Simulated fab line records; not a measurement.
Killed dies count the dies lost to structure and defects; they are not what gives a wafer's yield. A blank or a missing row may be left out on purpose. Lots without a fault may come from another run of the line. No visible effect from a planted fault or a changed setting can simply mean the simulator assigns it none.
Matching of chambers ; flow berkeley-cmos170 ; 4 sister chambers for UCB170_V2_CMP_02 on cmp-02
The step polishes SiO2. 8 wafers are shown with their chamber, then 9 later ones without.

WAFERS PAIRED WITH THEIR CHAMBERS
wafer;chamber;motor-current-A (A);platen-rpm (rpm)
L105.3;3;14.5;59.99
L115.5;2;17.5;59.97
L117.1;2;17.1;59.99
L117.3;1;16.5;60.05
L117.5;0;16.1;60.03
L118.2;3;14.9;59.99
L118.5;0;16.2;60.01
L118.6;1;17.1;60.09

WAFERS WHOSE CHAMBER IS MISSING
wafer;motor-current-A (A);platen-rpm (rpm)
L119.1;17.5;60.04
L119.3;16.7;59.95
L119.4;15.8;59.96
L122.4;15.2;59.96
L122.5;16.2;60.01
L122.6;15.5;59.99
L123.2;17.3;60.01
L123.4;15.6;60.00
L123.5;15.9;60.02

WHICH CHAMBER EACH WENT THROUGH
wafer;from the rows above;in truth
L119.1;can't be placed: 1 or 2 or 0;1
L119.3;can't be placed: 2 or 0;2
L119.4;can't be placed: 0 or 3 or 2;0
L122.4;3;3
L122.5;0;0
L122.6;can't be placed: 3 or 0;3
L123.2;2;2
L123.4;can't be placed: 0 or 3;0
L123.5;0;0
Placed correctly: 4 of 9. Can't be placed from these rows: 5 (the true chamber is among the candidates in 5). Wrongly placed: 0.
How it was worked out, from the rows above alone: a wafer's distance from a chamber is the root of the sum, over the readings, of the square of ((its reading less the chamber's mean) divided by the reading's scatter). The wafer belongs to the nearest chamber; if the next one is less than 2 further off, it can't be placed. For every chamber, the mean is computed from those of its wafers that are shown. The scatter is the square root of a quotient: the sum, over the shown wafers, of each reading's squared deviation from its chamber's mean, divided by wafers minus chambers.
